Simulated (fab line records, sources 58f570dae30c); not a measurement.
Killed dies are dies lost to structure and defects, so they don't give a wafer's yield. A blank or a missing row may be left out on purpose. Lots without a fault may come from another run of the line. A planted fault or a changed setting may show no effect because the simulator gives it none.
Which tool did it? | flow berkeley_cmos170 | 14 lots, 42 wafers sampled, at 5 steps of a route of 331

WHAT THE GAUGES READ, wafer by wafer
UCB170_CONTACT_OVL_MEAS_16. Usual: CONTACT_OVL -3 nm, standard deviation 4.8.
lot  | measured     | on         | CONTACT_OVL (nm) | flag
L707 | day 6 10:49  | overlay-02 | -6 2 1           |
L708 | day 6 23:39  | overlay-02 | -7 -8 -2         |
L709 | day 7 12:28  | overlay-01 | 4 -7 2           |
L710 | day 7 10:44  | overlay-01 | -2 -2 0          |
L712 | day 7 22:26  | overlay-01 | -9 2 -8          |
L717 | day 9 08:26  | overlay-02 | -2 2 0           |
L719 | day 10 10:08 | overlay-02 | -4 -1 1          |
L718 | day 9 21:50  | overlay-02 | 2 -6             |
L720 | day 10 16:20 | overlay-02 | 3 -5 2           |
L723 | day 10 15:49 | overlay-02 | -6 -10 -10       |
L725 | day 10 16:42 | overlay-01 | -5 0 -1          |
L726 | day 11 18:46 | overlay-01 | 0 -3 -8          |
L727 | day 11 15:44 | overlay-02 | -7 -1 -1         |
L730 | day 12 10:54 | overlay-02 | -5 -5 0          |

UCB170_M2_CD_MEAS_90: target cd 700 nm. Usual: cd_nm 701.0 nm, standard deviation 2.5.
lot  | measured     | on        | cd_nm (nm)        | flag
L707 | day 6 23:32  | cd_sem-02 | 694.8 695.9 697.4 |
L708 | day 7 12:18  | cd_sem-01 | 702.7 700.6 701.0 |
L709 | day 8 02:48  | cd_sem-02 | 703.7 701.1 705.1 |
L710 | day 8 02:29  | cd_sem-02 | 700.3 697.6 701.0 |
L712 | day 8 11:55  | cd_sem-01 | 700.8 697.8 698.9 |
L717 | day 9 22:19  | cd_sem-02 | 705.5 703.0 701.6 |
L719 | day 10 21:32 | cd_sem-02 | 702.8 703.6 702.0 |
L718 | day 10 11:05 | cd_sem-02 | 701.2 698.6       |
L720 | day 11 07:33 | cd_sem-01 | 701.4 700.7 704.5 |
L723 | day 11 07:17 | cd_sem-01 | 695.8 695.7 697.7 |
L725 | day 11 08:07 | cd_sem-01 | 705.4 698.2 704.2 |
L726 | day 12 06:19 | cd_sem-01 | 695.1 699.4 698.9 |
L727 | day 12 06:20 | cd_sem-02 | 699.7 698.7 699.4 |
L730 | day 13 06:13 | cd_sem-02 | 700.9 700.6 699.8 |

WHICH TOOL RAN EACH LOT (tool, then ch and the chambers of the sampled wafers, then the start)
lot  | UCB170_ACTIVE_ETCH_15             | UCB170_ACTIVE_STRIP_16              | UCB170_CONTACT_STRIP_19
L707 | rie_diel-03 ch 1,2, day 3 22:34   | plasma_asher-04 ch 0,1, day 3 22:40 | plasma_asher-02 ch 0,1, day 6 11:01
L708 | rie_diel-04 ch 0,3, day 4 03:28   | plasma_asher-04 ch 0,1, day 4 03:36 | plasma_asher-03 ch 0,1, day 6 23:53
L709 | rie_diel-01 ch 0,1,3, day 4 22:31 | plasma_asher-01 ch 0,1, day 4 22:37 | plasma_asher-03 ch 0,1, day 7 12:40
L710 | rie_diel-04 ch 1,3, day 5 01:13   | plasma_asher-01 ch 0,1, day 5 01:20 | plasma_asher-01 ch 0, day 7 10:56
L712 | rie_diel-01 ch 1,2,3, day 5 07:10 | plasma_asher-03 ch 0,1, day 5 07:16 | plasma_asher-03 ch 0,1, day 7 22:38
L717 | rie_diel-04 ch 0,1,3, day 6 07:31 | plasma_asher-01 ch 0,1, day 6 07:37 | plasma_asher-02 ch 0,1, day 9 08:38
L719 | rie_diel-03 ch 1,2,3, day 6 19:23 | plasma_asher-03 ch 0,1, day 6 19:29 | plasma_asher-03 ch 0,1, day 10 10:20
L718 | rie_diel-04 ch 1,2,3, day 6 19:41 | plasma_asher-01 ch 0,1, day 6 19:49 | plasma_asher-01 ch 1, day 9 22:04
L720 | rie_diel-03 ch 0,1, day 7 00:55   | plasma_asher-01 ch 0,1, day 7 01:01 | plasma_asher-02 ch 0,1, day 10 16:32
L723 | rie_diel-01 ch 0,1,3, day 7 07:11 | plasma_asher-01 ch 0,1, day 7 07:17 | plasma_asher-01 ch 0,1, day 10 16:01
L725 | rie_diel-03 ch 2,3, day 7 19:37   | plasma_asher-04 ch 0,1, day 7 19:44 | plasma_asher-03 ch 0,1, day 10 16:55
L726 | rie_diel-01 ch 0,2,3, day 8 09:13 | plasma_asher-03 ch 0,1, day 8 09:21 | plasma_asher-03 ch 0,1, day 11 18:59
L727 | rie_diel-03 ch 1,2,3, day 8 09:16 | plasma_asher-01 ch 0,1, day 8 09:22 | plasma_asher-03 ch 0,1, day 11 15:56
L730 | rie_diel-01 ch 0,2, day 9 11:34   | plasma_asher-03 ch 0,1, day 9 11:40 | plasma_asher-01 ch 0,1, day 12 11:06
- UCB170_ACTIVE_ETCH_15: etches Si3N4 in CH3F/Ar/O2, stops on SiO2, target depth 242 nm, time 151 s.
- UCB170_ACTIVE_STRIP_16: strips in O2.
- UCB170_CONTACT_STRIP_19: strips in O2.

WHAT THE TOOLS THEMSELVES READ (means of the sampled wafers that have a number; where no wafer has one, the mark that the record gives instead)
UCB170_ACTIVE_ETCH_15. Usual: O2_flow_sccm 7.001 sccm, standard deviation 0.021; drypump_motor_current_A 5.7 A, standard deviation 0.48; oes_product_au 0.936 a.u., standard deviation 0.015; rf_fwd_power_W 448.3 W, standard deviation 1.6; throttle_valve_pct 8.09 %, standard deviation 0.16.
lot  | tool        | O2_flow_sccm (sccm) | drypump_motor_current_A (A) | oes_product_au (a.u.) | rf_fwd_power_W (W) | throttle_valve_pct (%) | flag
L707 | rie_diel-03 | 7.000               | 5.4                         | 0.932                 | 450.1              | 8.11                   |
L708 | rie_diel-04 | 7.008               | 5.6                         | 0.933                 | 447.7              | 8.09                   |
L709 | rie_diel-01 | 7.001               | 6.1                         | 0.949                 | 449.1              | 8.01                   |
L710 | rie_diel-04 | 6.990               | 5.7                         | 0.932                 | 449.4              | 8.22                   |
L712 | rie_diel-01 | 6.991               | 5.7                         | 0.951                 | 447.7              | 8.14                   |
L717 | rie_diel-04 | 6.993               | 5.7                         | 0.927                 | 375.3              | 8.14                   | OFF
L719 | rie_diel-03 | 6.997               | 5.6                         | 0.935                 | 448.7              | 8.07                   |
L718 | rie_diel-04 | 6.998               | 5.7                         | 0.921                 | 376.4              | 8.18                   | OFF
L720 | rie_diel-03 | 6.990               | 5.5                         | 0.931                 | 447.8              | 7.91                   |
L723 | rie_diel-01 | 6.998               | 6.1                         | 0.946                 | 447.8              | 8.00                   |
L725 | rie_diel-03 | 7.014               | 5.5                         | 0.953                 | 447.2              | 8.14                   |
L726 | rie_diel-01 | 6.997               | 6.3                         | 0.945                 | 449.6              | 8.14                   |
L727 | rie_diel-03 | 7.014               | 5.6                         | 0.947                 | 448.2              | 8.07                   |
L730 | rie_diel-01 | 6.995               | 6.1                         | 0.937                 | 446.6              | 8.11                   |

UCB170_ACTIVE_STRIP_16. Usual: drypump_motor_current_A 5.9 A, standard deviation 0.65; oes_product_au 0.721 a.u., standard deviation 0.0043; strip_time_to_endpoint_s 18.12 s, standard deviation 0.082.
lot  | tool            | drypump_motor_current_A (A) | oes_product_au (a.u.) | strip_time_to_endpoint_s (s) | flag
L707 | plasma_asher-04 | 6.3                         | 0.721                 | 18.14                        |
L708 | plasma_asher-04 | 6.3                         | 0.719                 | 18.22                        |
L709 | plasma_asher-01 | 5.5                         | 0.718                 | 18.09                        |
L710 | plasma_asher-01 | 5.5                         | 0.720                 | 18.19                        |
L712 | plasma_asher-03 | 6.1                         | 0.721                 | 18.04                        |
L717 | plasma_asher-01 | 6.0                         | 0.724                 | 18.45                        | OFF
L719 | plasma_asher-03 | 6.0                         | 0.725                 | 18.24                        |
L718 | plasma_asher-01 | 6.0                         | 0.720                 | 18.55                        | OFF
L720 | plasma_asher-01 | 5.5                         | 0.725                 | 18.00                        |
L723 | plasma_asher-01 | 6.1                         | 0.721                 | 18.10                        |
L725 | plasma_asher-04 | 5.9                         | 0.719                 | 18.22                        |
L726 | plasma_asher-03 | 6.2                         | 0.718                 | 18.17                        |
L727 | plasma_asher-01 | 6.1                         | 0.721                 | 18.14                        |
L730 | plasma_asher-03 | 6.1                         | 0.720                 | 18.12                        |

UCB170_CONTACT_STRIP_19. Usual: drypump_motor_current_A 5.8 A, standard deviation 0.55; oes_product_au 0.725 a.u., standard deviation 0.0044.
lot  | tool            | drypump_motor_current_A (A) | oes_product_au (a.u.) | flag
L707 | plasma_asher-02 | 5.3                         | 0.722                 |
L708 | plasma_asher-03 | 6.1                         | 0.723                 |
L709 | plasma_asher-03 | 6.1                         | 0.719                 |
L710 | plasma_asher-01 | 4.9                         | 0.728                 |
L712 | plasma_asher-03 | 6.1                         | 0.722                 |
L717 | plasma_asher-02 | 5.3                         | 0.726                 |
L719 | plasma_asher-03 | 6.1                         | 0.722                 |
L718 | plasma_asher-01 | 6.6                         | 0.721                 |
L720 | plasma_asher-02 | 5.3                         | 0.725                 |
L723 | plasma_asher-01 | 6.0                         | 0.726                 |
L725 | plasma_asher-03 | 6.2                         | 0.723                 |
L726 | plasma_asher-03 | 6.2                         | 0.720                 |
L727 | plasma_asher-03 | 6.1                         | 0.726                 |
L730 | plasma_asher-01 | 6.1                         | 0.727                 |

THE ANSWER, worked out from the rows above alone
Rule: a lot is off if the mean of its wafers that have a number lies more than 3 standard deviations from the usual mean. A lot without any number at a reading at which 4 lots or more have one is off too. The other lots that the step has rows for count as sound. The gauges are gone through in route order, then the tools' own readings, and for those a lot's mean is taken as printed above. The first step at which some lot is off is used, and at that step the reading that is off furthest; a lot without a number counts as furthest.
Off: L717, L718, at UCB170_ACTIVE_ETCH_15 (rf_fwd_power_W).
A tool fits if, at that step or a process step before it, it ran every lot that is off, and no sound lot after the first of them. One fits: rie_diel-04 at UCB170_ACTIVE_ETCH_15. Its last sound lot is L710 (day 5 01:13), its first lot that is off L717 (day 6 07:31): a fault that began between those two fits.
The tool's own readings at UCB170_ACTIVE_ETCH_15 bear it out: on the lots that are off they differ by more than 5 times the standard deviation of the sound lots' means. rf_fwd_power_W reads 375.9 W there against 448.3 W on the sound lots.

WHAT THE SIMULATOR HAD PUT IN
Process parameter drift: rie_diel-04, from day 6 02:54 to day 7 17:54, at UCB170_ACTIVE_ETCH_15. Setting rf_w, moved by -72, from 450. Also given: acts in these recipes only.
Lots struck among those shown: L717, L718. The rule above found the same.
